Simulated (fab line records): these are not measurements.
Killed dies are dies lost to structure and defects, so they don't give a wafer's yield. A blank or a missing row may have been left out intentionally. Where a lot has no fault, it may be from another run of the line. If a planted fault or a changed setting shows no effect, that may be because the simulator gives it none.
Commonality check across tools / flow berkeley_cmos170 / 13 lots, 39 wafers sampled

== WHAT PROMPTED THE OPENING ==
At UCB170_ACTIVE_CD_MEAS_13 the reading cd_nm is flagged on 1 of 13 lots. Wafers without a fault read 1199.9 nm, standard deviation 1.6.
Rule: a lot is flagged when every wafer of it that has a number lies more than 4 standard deviations from that mean, or none has a number. As for the other lots, they are considered sound.

lot=L198; measured=day 4 08:34; on=cd_sem-02; cd_nm (nm), wafer by wafer=1201.5 1201.0 1199.6; flag=
lot=L200; measured=day 4 16:31; on=cd_sem-02; cd_nm (nm), wafer by wafer=1199.7 1200.9 1199.8; flag=
lot=L199; measured=day 4 16:41; on=cd_sem-01; cd_nm (nm), wafer by wafer=1200.2 1201.6 1199.4; flag=
lot=L205; measured=day 5 19:35; on=cd_sem-01; cd_nm (nm), wafer by wafer=1201.0 1201.6 1200.9; flag=
lot=L207; measured=day 6 06:46; on=cd_sem-02; cd_nm (nm), wafer by wafer=1196.1 1197.1 1197.6; flag=
lot=L206; measured=day 6 07:04; on=cd_sem-01; cd_nm (nm), wafer by wafer=1199.8 1199.6 1199.6; flag=
lot=L208; measured=day 6 14:47; on=cd_sem-02; cd_nm (nm), wafer by wafer=1201.3 1201.7 1200.4; flag=
lot=L211; measured=day 6 23:44; on=cd_sem-02; cd_nm (nm), wafer by wafer=1381.2 1379.9 1379.5; flag=FLAGGED
lot=L210; measured=day 6 23:52; on=cd_sem-01; cd_nm (nm), wafer by wafer=1201.5 1201.4 1201.5; flag=
lot=L214; measured=day 7 14:50; on=cd_sem-01; cd_nm (nm), wafer by wafer=1198.8 1199.0 1200.4; flag=
lot=L219; measured=day 8 13:10; on=cd_sem-02; cd_nm (nm), wafer by wafer=1198.7 1199.2 1198.7; flag=
lot=L220; measured=day 8 19:46; on=cd_sem-01; cd_nm (nm), wafer by wafer=1197.6 1196.6 1197.3; flag=
lot=L221; measured=day 8 19:59; on=cd_sem-01; cd_nm (nm), wafer by wafer=1200.7 1199.9 1200.1; flag=
Flagged lots average 1380.2 nm: +180.3 nm relative to the usual, that is +99 or more standard deviations.

== WHICH TOOL RAN EACH LOT ==
The record keeps 1 process step preceding the reading, out of 331 steps on the route. Cell contents, in order: the tool; ch with the chambers the sampled wafers went through; the start.
lot=L198; flag=; UCB170_ACTIVE_EXPOSE_10=krf_scanner-02 ch 0, day 4 07:56
lot=L200; flag=; UCB170_ACTIVE_EXPOSE_10=krf_scanner-02 ch 0, day 4 15:41
lot=L199; flag=; UCB170_ACTIVE_EXPOSE_10=krf_scanner-01 ch 0, day 4 15:59
lot=L205; flag=; UCB170_ACTIVE_EXPOSE_10=krf_scanner-02 ch 0, day 5 18:52
lot=L207; flag=; UCB170_ACTIVE_EXPOSE_10=krf_scanner-02 ch 0, day 6 06:02
lot=L206; flag=; UCB170_ACTIVE_EXPOSE_10=krf_scanner-02 ch 0, day 6 06:24
lot=L208; flag=; UCB170_ACTIVE_EXPOSE_10=krf_scanner-02 ch 0, day 6 13:58
lot=L211; flag=FLAGGED; UCB170_ACTIVE_EXPOSE_10=krf_scanner-02 ch 0, day 6 23:20
lot=L210; flag=; UCB170_ACTIVE_EXPOSE_10=krf_scanner-02 ch 0, day 6 23:29
lot=L214; flag=; UCB170_ACTIVE_EXPOSE_10=krf_scanner-01 ch 0, day 7 14:17
lot=L219; flag=; UCB170_ACTIVE_EXPOSE_10=krf_scanner-01 ch 0, day 8 12:47
lot=L220; flag=; UCB170_ACTIVE_EXPOSE_10=krf_scanner-01 ch 0, day 8 18:43
lot=L221; flag=; UCB170_ACTIVE_EXPOSE_10=krf_scanner-01 ch 0, day 8 18:50
What the steps here do:
- UCB170_ACTIVE_EXPOSE_10: exposes mask ACTIVE, target cd 1200 nm.
- UCB170_ACTIVE_CD_MEAS_13: target cd 1200 nm.

== FLAGGED OVER TOTAL, TOOL BY TOOL (the gauges that took the reading come last) ==
step=UCB170_ACTIVE_EXPOSE_10; tool=krf_scanner-01; lots run=5; flagged=0; share of the flagged lots=none; sound lots run after its first flagged lot=-
step=UCB170_ACTIVE_EXPOSE_10; tool=krf_scanner-02; lots run=8; flagged=1; share of the flagged lots=all; sound lots run after its first flagged lot=1 (L210)
step=UCB170_ACTIVE_CD_MEAS_13; tool=cd_sem-01; lots run=7; flagged=0; share of the flagged lots=none; sound lots run after its first flagged lot=-
step=UCB170_ACTIVE_CD_MEAS_13; tool=cd_sem-02; lots run=6; flagged=1; share of the flagged lots=all; sound lots run after its first flagged lot=1 (L219)

== WHAT THE TABLE ALLOWS ==
2 rows of the table ran every flagged lot: krf_scanner-02 at UCB170_ACTIVE_EXPOSE_10, cd_sem-02 at UCB170_ACTIVE_CD_MEAS_13.
- krf_scanner-02 at UCB170_ACTIVE_EXPOSE_10: 1 of its 8 lots flagged. Lots that were sound ran on it after the first flagged one (L210); a persistent fault on the entire tool would not allow that.
- cd_sem-02 at UCB170_ACTIVE_CD_MEAS_13: 1 of its 6 lots flagged. Lots that were sound ran on it after the first flagged one (L219); a persistent fault on the entire tool would not allow that.
None of the table's rows ran every flagged lot and, after the first, no sound lot.

== WHAT WAS PUT IN BY THE SIMULATOR ==
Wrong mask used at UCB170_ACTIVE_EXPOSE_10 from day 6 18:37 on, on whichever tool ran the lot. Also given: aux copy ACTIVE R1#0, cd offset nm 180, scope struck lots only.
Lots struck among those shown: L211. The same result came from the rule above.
